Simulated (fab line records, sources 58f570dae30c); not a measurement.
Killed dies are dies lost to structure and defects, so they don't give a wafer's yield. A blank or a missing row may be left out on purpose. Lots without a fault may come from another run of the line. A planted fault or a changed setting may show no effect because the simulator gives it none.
Which tool did it? | flow berkeley_cmos170 | 10 lots, 30 wafers sampled, at 5 steps of a route of 331

WHAT THE GAUGES READ, wafer by wafer
UCB170_ACTIVE_CD_MEAS_90: target cd 1200 nm. Usual: cd_nm 1199.8 nm, standard deviation 1.3.
lot  | measured    | on        | cd_nm (nm)           | flag
L650 | day 5 07:08 | cd_sem-02 | 1201.4 1201.0 1201.3 |
L651 | day 5 07:20 | cd_sem-02 | 1198.6 1199.8 1199.2 |
L653 | day 5 11:17 | cd_sem-01 | 1200.3 1200.9 1199.6 |
L652 | day 5 11:36 | cd_sem-01 | 1200.5 1200.7 1199.7 |
L658 | day 6 07:14 | cd_sem-02 | 1198.8 1199.9 1198.8 |
L656 | day 6 07:27 | cd_sem-01 | 1199.6 1200.7 1202.0 |
L662 | day 6 22:53 | cd_sem-02 | 1200.5 1201.9 1200.9 |
L668 | day 7 19:10 | cd_sem-02 | 1198.9 1199.6 1199.3 |
L669 | day 7 22:46 | cd_sem-02 | 1198.0 1198.0 1198.5 |
L671 | day 8 14:44 | cd_sem-01 | 1200.4 1199.3 1199.5 |

UCB170_SACOX_THK_MEAS_02. Usual: SACOX_OXIDE_THK 14.5 nm, standard deviation 0.33.
lot  | measured    | on            | SACOX_OXIDE_THK (nm) | flag
L650 | day 6 02:43 | film_metro-02 | 14.6 14.7 14.7       |
L651 | day 6 02:41 | film_metro-02 | 14.6 14.8 14.8       |
L653 | day 6 02:43 | film_metro-03 | 14.6 14.8 14.8       |
L652 | day 6 02:40 | film_metro-03 | 14.8 14.9 15.1       |
L658 | day 7 05:10 | film_metro-03 | 14.9 14.9 14.7       |
L656 | day 7 05:14 | film_metro-03 | 14.5 14.9 14.5       |
L662 | day 7 22:19 | film_metro-03 | 14.8 14.6 14.7       |
L668 | day 8 20:42 | film_metro-02 | 14.3 14.6 14.4       |
L669 | day 8 20:41 | film_metro-03 | 14.4 14.5 14.2       |
L671 | day 9 12:52 | film_metro-02 | 14.1 14.1 14.0       |

UCB170_PSD_OVL_MEAS_07. Usual: PSD_OVL 0 nm, standard deviation 7.1.
lot  | measured     | on         | PSD_OVL (nm)            | flag
L650 | day 7 15:47  | overlay-01 | -5 -6 -9                |
L651 | day 7 15:14  | overlay-01 | 1 1 6                   |
L653 | day 7 14:57  | overlay-02 | 4 9 7                   |
L652 | day 7 14:14  | overlay-01 | -1 1 -6                 |
L658 | day 9 02:35  | overlay-02 | 10 -6 0                 |
L656 | day 9 02:52  | overlay-02 | 179 178 177 185 182 182 | OFF
L662 | day 9 22:05  | overlay-01 | 186 181 184 190 186 187 | OFF
L668 | day 10 12:43 | overlay-02 | -1 -14 10               |
L669 | day 10 12:26 | overlay-01 | -4 -12 -15              |
L671 | day 11 05:05 | overlay-01 | 2 -2 5                  |

UCB170_CONTACT_CD_MEAS_15: target cd 700 nm. Usual: cd_nm 700.3 nm, standard deviation 1.4.
lot  | measured     | on        | cd_nm (nm)        | flag
L650 | day 8 10:06  | cd_sem-01 | 699.2 696.5 697.8 |
L651 | day 8 08:25  | cd_sem-01 | 698.9 698.8 699.4 |
L653 | day 8 08:28  | cd_sem-02 | 700.7 699.1 700.2 |
L652 | day 8 07:33  | cd_sem-01 | 700.2 699.4 700.3 |
L658 | day 9 17:02  | cd_sem-01 | 699.9 700.8 701.5 |
L656 | day 9 17:39  | cd_sem-01 | 701.4 702.2 702.7 |
L662 | day 10 11:55 | cd_sem-01 | 700.7 701.0 700.0 |
L668 | day 11 00:18 | cd_sem-01 | 700.4 700.6 699.9 |
L669 | day 11 00:08 | cd_sem-01 | 696.0 698.1 697.9 |
L671 | day 11 13:13 | cd_sem-02 | 700.8 700.9 700.2 |

WHICH TOOL RAN EACH LOT (tool, then ch and the chambers of the sampled wafers, then the start)
lot  | UCB170_PSD_EXPOSE_03
L650 | krf_scanner-01 ch 0, day 7 14:35
L651 | krf_scanner-02 ch 0, day 7 14:23
L653 | krf_scanner-01 ch 0, day 7 14:06
L652 | krf_scanner-01 ch 0, day 7 13:30
L658 | krf_scanner-02 ch 0, day 9 00:28
L656 | krf_scanner-01 ch 0, day 9 01:05
L662 | krf_scanner-01 ch 0, day 9 21:35
L668 | krf_scanner-02 ch 0, day 10 11:24
L669 | krf_scanner-02 ch 0, day 10 11:16
L671 | krf_scanner-02 ch 0, day 11 04:21
- UCB170_PSD_EXPOSE_03: exposes mask PSELECT MOD, target cd 1200 nm.

WHAT THE TOOLS THEMSELVES READ (means of the sampled wafers that have a number; where no wafer has one, the mark that the record gives instead)
UCB170_PSD_EXPOSE_03. Usual: exposure_dose_mJ_cm2 29.999, standard deviation 0.025; reticle_temp_C 22.99 C, standard deviation 0.1.
lot  | tool           | exposure_dose_mJ_cm2 | reticle_temp_C (C) | flag
L650 | krf_scanner-01 | 29.988               | 22.91              |
L651 | krf_scanner-02 | 30.029               | 23.04              |
L653 | krf_scanner-01 | 30.038               | 23.05              |
L652 | krf_scanner-01 | 29.998               | 23.03              |
L658 | krf_scanner-02 | 29.982               | 22.98              |
L656 | krf_scanner-01 | 30.010               | 23.02              |
L662 | krf_scanner-01 | 29.992               | 23.04              |
L668 | krf_scanner-02 | 29.996               | 22.91              |
L669 | krf_scanner-02 | 30.019               | 22.97              |
L671 | krf_scanner-02 | 29.975               | 22.98              |

THE ANSWER, worked out from the rows above alone
Rule: a lot is off if the mean of its wafers that have a number lies more than 3 standard deviations from the usual mean. A lot without any number at a reading at which 4 lots or more have one is off too. The other lots that the step has rows for count as sound. The gauges are gone through in route order, then the tools' own readings, and for those a lot's mean is taken as printed above. The first step at which some lot is off is used, and at that step the reading that is off furthest; a lot without a number counts as furthest.
Off: L656, L662, at UCB170_PSD_OVL_MEAS_07 (PSD_OVL).
A tool fits if, at a process step before that reading, it ran every lot that is off, and no sound lot after the first of them. The gauges at UCB170_PSD_OVL_MEAS_07 are tried like those tools. One fits: krf_scanner-01 at UCB170_PSD_EXPOSE_03. Its last sound lot is L650 (day 7 14:35), its first lot that is off L656 (day 9 01:05): a fault that began between those two fits.

WHAT THE SIMULATOR HAD PUT IN
Scanner matching overlay: krf_scanner-01, from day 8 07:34 on, at UCB170_PSD_EXPOSE_03. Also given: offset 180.
Lots struck among those shown: L656, L662. The rule above found the same.
